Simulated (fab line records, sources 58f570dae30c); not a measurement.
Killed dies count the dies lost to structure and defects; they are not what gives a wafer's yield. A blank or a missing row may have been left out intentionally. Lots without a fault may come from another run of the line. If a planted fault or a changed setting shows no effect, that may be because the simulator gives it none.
The tool behind it: which one? ; flow berkeleyCmos170 ; 21 wafers from 7 lots sampled at 2 of the route's 331 steps

WHAT EACH GAUGE READ, for each wafer
UCB170_PWELL_TW_MEAS_17.
lot;measured;on;PWELL_TW
L241;day 4 07:43;filmMetro-03;382 383 381
L242;day 5 01:15;filmMetro-03;381 380 379
L246;day 5 05:50;filmMetro-04;373 372 372
L247;day 5 06:13;filmMetro-04;372 373 372
L249;day 6 02:14;filmMetro-02;383 380 380
L251;day 6 13:03;filmMetro-04;376 374 374
L258;day 7 17:00;filmMetro-02;395 395 396

WHICH TOOL RAN EACH LOT (tool, then ch and the chambers of the sampled wafers, then the start)
lot;UCB170_PWELL_IMPLANT_15
L241;implanter-03 ch 0, day 4 07:29
L242;implanter-03 ch 0, day 5 01:01
L246;implanter-04 ch 0, day 5 05:35
L247;implanter-03 ch 0, day 5 05:58
L249;implanter-04 ch 0, day 6 02:00
L251;implanter-04 ch 0, day 6 12:48
L258;implanter-03 ch 0, day 7 16:46
- UCB170_PWELL_IMPLANT_15

THE ANSWER, worked out from the rows above alone
Rule: the usual values come from the lots themselves. Put in order of their means at a reading, lots are off if they are a third of the lots or fewer, leave a main group of 4 or more, and stand apart from it by a gap of 3 or more times the standard deviation of the main group's means; of several such gaps the widest counts. Not used: any main group whose means are identical at the precision the tables above print for the reading. Also off: a lot with no number at a reading for which 4 or more lots have one. The other lots that the step has rows for count as sound.
Off: L258, seen at UCB170_PWELL_TW_MEAS_17 (PWELL_TW). The main group has a mean of 377 with a standard deviation of 4.1.
If a tool, at a process step before that reading, ran all the lots that are off and no sound lot after the first of them, it fits. The gauges at UCB170_PWELL_TW_MEAS_17 are tried like those tools. Can't be told from this: 2 tools fit, implanter-03 at UCB170_PWELL_IMPLANT_15, filmMetro-02 at UCB170_PWELL_TW_MEAS_17.

WHAT THE SIMULATOR HAD PUT IN
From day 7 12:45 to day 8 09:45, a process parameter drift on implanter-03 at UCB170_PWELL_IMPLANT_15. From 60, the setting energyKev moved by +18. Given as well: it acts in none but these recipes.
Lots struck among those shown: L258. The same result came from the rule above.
